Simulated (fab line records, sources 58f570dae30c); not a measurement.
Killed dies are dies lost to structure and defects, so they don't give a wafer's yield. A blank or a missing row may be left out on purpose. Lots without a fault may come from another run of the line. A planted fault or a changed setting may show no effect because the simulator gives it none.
Split-lot experiment | flow berkeley_cmos170 | 5 lots, 23 wafers read, on a route of 331 steps

THE SPLIT
At UCB170_M2_SPUTTER_01 (material Al, target thk 900 nm, time 120 s), the setting time_s was moved away from the recipe's 120 s on 7 of the 23 wafers read, by -3.8% to +7.6%. The other wafers ran this setting at the recipe's value.

FROM THE SPLIT TO THE READING: what the file shows between them, 1 step
- UCB170_M2_RS_MEAS_02: measures by four-point-probe

THE READING
M2_AL_THK, in nm, at UCB170_M2_THK_MEAS_03 (measures by xrf). Fault-free wafers of this fab line usually give 892 nm, standard deviation 6.9 nm.

wafer  | tool, chamber at the split | time_s as run, s | against the recipe | M2_AL_THK, nm | against lot-mates on the recipe
L074.1 | pvd_sputter-02, -          | 120              | recipe             | 898           | -
L074.2 | pvd_sputter-02, -          | 120              | recipe             | 900           | -
L074.4 | pvd_sputter-02, -          | 120              | recipe             | 896           | -
L074.5 | pvd_sputter-02, -          | 126.3            | +5.2%              | 946           | +48
L074.6 | pvd_sputter-02, -          | 126.3            | +5.2%              | 944           | +46
L075.1 | pvd_sputter-01, -          | 120              | recipe             | 890           | -
L075.2 | pvd_sputter-01, -          | 120              | recipe             | 902           | -
L075.3 | pvd_sputter-01, -          | 120              | recipe             | 892           | -
L081.1 | pvd_sputter-01, -          | 120              | recipe             | 881           | -
L081.2 | pvd_sputter-01, -          | 115.4            | -3.8%              | 847           | -35
L081.4 | pvd_sputter-01, -          | 115.4            | -3.8%              | 846           | -36
L081.5 | pvd_sputter-01, -          | 120              | recipe             | 884           | -
L081.6 | pvd_sputter-01, -          | 120              | recipe             | 881           | -
L080.1 | pvd_sputter-02, -          | 129.1            | +7.6%              | 961           | +74
L080.2 | pvd_sputter-02, -          | 120              | recipe             | 887           | -
L080.3 | pvd_sputter-02, -          | 129.1            | +7.6%              | 954           | +67
L080.4 | pvd_sputter-02, -          | 129.1            | +7.6%              | 954           | +67
L080.5 | pvd_sputter-02, -          | 120              | recipe             | 887           | -
L082.1 | pvd_sputter-03, -          | 120              | recipe             | 889           | -
L082.2 | pvd_sputter-03, -          | 120              | recipe             | 888           | -
L082.3 | pvd_sputter-03, -          | 120              | recipe             | 885           | -
L082.4 | pvd_sputter-03, -          | 120              | recipe             | 874           | -
L082.6 | pvd_sputter-03, -          | 120              | recipe             | 882           | -

THE FIT
A straight line over all 23 wafers: M2_AL_THK changes by +9.62 nm for each +1% of time_s; r = +0.97; the points scatter about the line by 7.3 nm.
The same after taking each lot's own level away (the mean of its wafers on the recipe; 23 wafers): +9.13 nm for each +1%; r = +0.99; scatter 3.6 nm.
On that fit, the largest move of time_s shifts the reading by 69 nm.
The lots' own levels span 882.0 to 898.0 nm, that is 2.3 times the standard deviation above.
So the lot-to-lot level changes the slope little: the two slopes agree.
Check: with one of the wafers moved furthest among these (+7.6%) left out of the fit, the line predicts +67.7 nm for it against its lot-mates. It came out at +74 nm against them.

OTHER SPLITS ON THESE WAFERS
These wafers also went through other splits before the reading. Each is held against what the fit with the lots' levels taken away leaves over:
other split on the same wafers | wafers away from the commonest value | r with M2_AL_THK (lot level and that fit taken away)
UCB170_M1_PEB_07 peb_temp_c    | 7                                    | +0.09
UCB170_V1_CVD_00 time_s        | 7                                    | +0.11
UCB170_V1_PEB_10 peb_temp_c    | 6                                    | -0.09

THE WHOLE CHAIN: every reading that the file lists as answering this split, in the file's order
step                  | what it does                               | reading                                                                     | change (the file's fit)               | r (the file's)
UCB170_M2_SPUTTER_01  | material Al, target thk 900 nm, time 120 s | Al_of_M2_SPUTTER_01.thk_nm (the simulator's own value, which no gauge read) | +9.16 nm for each +1% of the setting  | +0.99
UCB170_M2_RS_MEAS_02  | measures by four-point-probe               | M2_AL_RS                                                                    | -0.000316 for each +1% of the setting | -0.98
UCB170_M2_THK_MEAS_03 | measures by xrf                            | M2_AL_THK                                                                   | +9.08 for each +1% of the setting     | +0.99

THE FILE'S OWN FIT
M2_AL_THK changes by +9.08 nm for each +1% of time_s, r = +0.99.
